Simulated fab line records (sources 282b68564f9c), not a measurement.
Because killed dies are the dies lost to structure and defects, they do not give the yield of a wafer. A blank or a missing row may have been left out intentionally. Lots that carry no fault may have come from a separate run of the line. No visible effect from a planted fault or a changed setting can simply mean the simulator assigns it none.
Code-filled problem report in 8D (eight disciplines) form | flow rit_cmos | the parts of the form that need people (team, actions taken, sign-off) are left out

## 1. WHAT WENT WRONG
run_length_s at RIT_REOX_CLEAN_02 reads a mean of 581 s on 9 wafers of 3 lots; wafers without a fault read 628 s with a standard deviation of 4.2. That puts it -11 standard deviations away from the usual mean.
The step: cleans in SC2, time 600 s.
Seen first at day 4 16:55 on wet_bench-04, wafer L297.3. At this step, 39 wafers from 13 lots have a number in the record. The rule behind "out" and "out of limits": a value lying over 4 standard deviations away from the usual mean. All remaining wafers that have a number are taken as sound.

## 2. WHAT THIS IS AND IS NOT
question                    | is                     | is not
which readings at this step | run_length_s           | bath_guard_temp_C
which lots                  | L297, L301, L302       | L287, L288, L289, L290, L291, L292, L293, L294, L295, L309
which wafers of those lots  | all that have a number | -
read on which tools         | wet_bench-04           | wet_bench-01, wet_bench-02
when                        | from day 4 16:55       | up to then (27 sound wafers); but 3 sound wafers of L309 came after

## 3. SUSPECTS, AND WHAT RULES EACH OUT
Counting: a tool at any process step up to the reading remains a suspect when it ran all the lots that are out and ran no sound lot after the first of those.
- wet_bench-04 at RIT_REOX_CLEAN_02 (cleans in SC2, time 600 s): kept. All lots that are out passed through it, beginning with L297 at day 4 16:55, and no sound lot followed; its final sound lot before that point was L293 at day 4 00:19. Out on those wafers are its own readings of run_length_s.
Left after counting: wet_bench-04 at RIT_REOX_CLEAN_02.

## 4. THE CAUSE (what the simulator had put in)
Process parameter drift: wet_bench-04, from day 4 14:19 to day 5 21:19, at RIT_REOX_CLEAN_02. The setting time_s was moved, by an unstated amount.
Only this tool survived the counting.

## 5. SEQUENCE OF EFFECTS, ordered by route
One row per reading whose mean, taken over the struck wafers that have a number, lies over 3 standard deviations from the usual. Readings are gone through only where the record gives a usual standard deviation; hours: the median, over the lots, of the time from a lot's start at the first step in this table giving one to that lot's start at this step; sigmas: the change measured in usual standard deviations.
hours | step              | reading      | usual | on struck wafers | change | sigmas
0     | RIT_REOX_CLEAN_02 | run_length_s | 628 s | 581              | -47    | -11
Process steps it contains:
- RIT_REOX_CLEAN_02: cleans in SC2, time 600 s.

## 6. HOW IT WOULD HAVE BEEN CAUGHT EARLIER
3 hours passed between the start of the fault at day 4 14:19 and the first reading out of limits in this record, taken at day 4 16:55.
